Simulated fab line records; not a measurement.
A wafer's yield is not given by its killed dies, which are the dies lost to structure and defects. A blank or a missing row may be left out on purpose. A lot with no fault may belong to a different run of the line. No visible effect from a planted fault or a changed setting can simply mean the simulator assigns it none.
Struck lot and sound lot, side by side || flow rit cmos || 17 out of 202 route steps
Sound: wafers L103.2, L103.4, L103.5. Wafers struck: L102.1, L102.2, L102.5. Last of all comes the cause.
For every step that has rows: the tool of each side, followed by ch and its chambers, followed by its first start. Under that, the readings that differ: sound wafers || struck wafers || difference of the means || sigmas: that difference in standard deviations of wafers without a fault.
alike: a reading whose means differ by less than 2 such deviations, as well as words and numbers matching on both sides. not compared: withheld readings; readings where some wafer has no value; bounds like >300 that might hide an equal value; numbers whose values overlap and for which the record gives no deviation.
Wherever a step has rows on one side only, a row that says differs or no value, or a row with sigmas, the two part there. Numbers that have no deviation but don't overlap get no sigmas and don't part them. A reading that every wafer of one side lacks parts them only if that side has two wafers or more.

first, 1 step without rows for these wafers: RIT_PRETRO_DEVELOP_05 (develop time 68 s).
RIT_PRETRO_OVL_MEAS_06:
  sound on overlay-01 at day 4 13:31; struck on overlay-02 at day 4 13:46
  alike: PRETRO_OVL
then, 2 steps without rows for these wafers: RIT_PRETRO_HARDBAKE_07 (time 120 s); RIT_PRETRO_IMPLANT_08.
RIT_PRETRO_STRIP_09: strips in O2, time 180 s.
  sound on plasma asher-01 ch 1, day 4 13:57; struck on plasma asher-02 ch 0,1, day 4 14:26
  alike: drypump motor current A
  not compared: rf hours counter h
RIT_PRETRO_TW_MEAS_10:
  sound on film metro-03 at day 4 14:08; struck on film metro-04 at day 4 14:37
  alike: PRETRO_TW
then, 5 steps without rows for these wafers: RIT_GATE_WET_ETCH_00 (etches SiO2 in BOE, target depth 56 nm, time 60 s); RIT_GATE_CLEAN_01 (cleans in SC1, time 600 s); RIT_GATE_CLEAN_02 (cleans in dHF, time 30 s); RIT_GATE_CLEAN_03 (cleans in SC2, time 600 s); RIT_GATE_CLEAN_04 (cleans in dHF, time 60 s).
RIT_FOX2_THK_MEAS_91:
  sound on film metro-02 at day 4 14:37; struck on film metro-03 at day 4 15:14
  alike: FIELD_OXIDE_LEFT_2_THK
RIT_GATE_OXIDATION_05: target thk 3 nm, ox time 270 s.
  sound on furnace-03 ch 0, day 4 15:03; struck on furnace-04 ch 0, day 4 17:55
{"reading": "model.SiO2_of_GATE_OXIDATION_05.thk nm (nm)", "sound": "3.01 3.052 3.028", "struck": "2.683 2.616 2.664", "difference": -0.376, "sigmas": ""}
  alike: spike tc centre C
then, 1 step without rows for these wafers: RIT_GATE_ANNEAL_06 (time 600 s).
RIT_GATE_THK_MEAS_07:
  sound on film metro-04 at day 4 18:14; struck on film metro-03 at day 4 20:52
{"reading": "GATE_OXIDE_THK (nm)", "sound": "2.98 3.05 3.04", "struck": "2.69 2.67 2.61", "difference": -0.37, "sigmas": -6}
then, 1 step without rows for these wafers: RIT_GATE_CVD_08 (deposits poly-Si from SiH4, target thk 250 nm, time 2220 s).
RIT_M1_PROBE_99:
  sound on prober-01 at day 5 19:17; struck on prober-02 at day 5 21:19
{"reading": "model.etest.pmos_0p3.r on ohm um", "sound": "6233 6223 6237", "struck": "5716 5720 5704", "difference": -518, "sigmas": ""}
{"reading": "model.etest.nmos_0p3.r on ohm um", "sound": "2142 2126 2140", "struck": "2032 2008 2026", "difference": -114, "sigmas": ""}
{"reading": "model.etest.nmos_0p15.drive ua um", "sound": "487 480.2 479.5", "struck": "495.2 519.1 507.1", "difference": "+24.9", "sigmas": ""}
{"reading": "model.etest.nmos narrow.drive ua um", "sound": "225.6 222.9 225.1", "struck": "251.1 261.6 255.3", "difference": "+31.5", "sigmas": ""}
{"reading": "model.etest.nmos_0p3.drive ua um", "sound": "225.7 223.5 223.9", "struck": "252 261.4 255.5", "difference": "+32", "sigmas": ""}
{"reading": "model.etest.pmos_0p15.drive ua um", "sound": "264.6 265.4 263.8", "struck": "272.6 284.3 280.7", "difference": "+14.6", "sigmas": ""}
{"reading": "model.etest.pmos turned.drive ua um", "sound": "198.4 199.2 198.3", "struck": "206.6 207.4 212.1", "difference": "+10.1", "sigmas": ""}
  alike: killed at contacts, killed at front end, killed dies, killed open, killed short
  not compared: model.etest.pmos_0p15.r on ohm um

WHERE THEY PART
Only at RIT_GATE_THK_MEAS_07, within this record. Later steps at which nothing parts them and some readings are alike: RIT_M1_PROBE_99.

WHY: whatever the simulator had introduced
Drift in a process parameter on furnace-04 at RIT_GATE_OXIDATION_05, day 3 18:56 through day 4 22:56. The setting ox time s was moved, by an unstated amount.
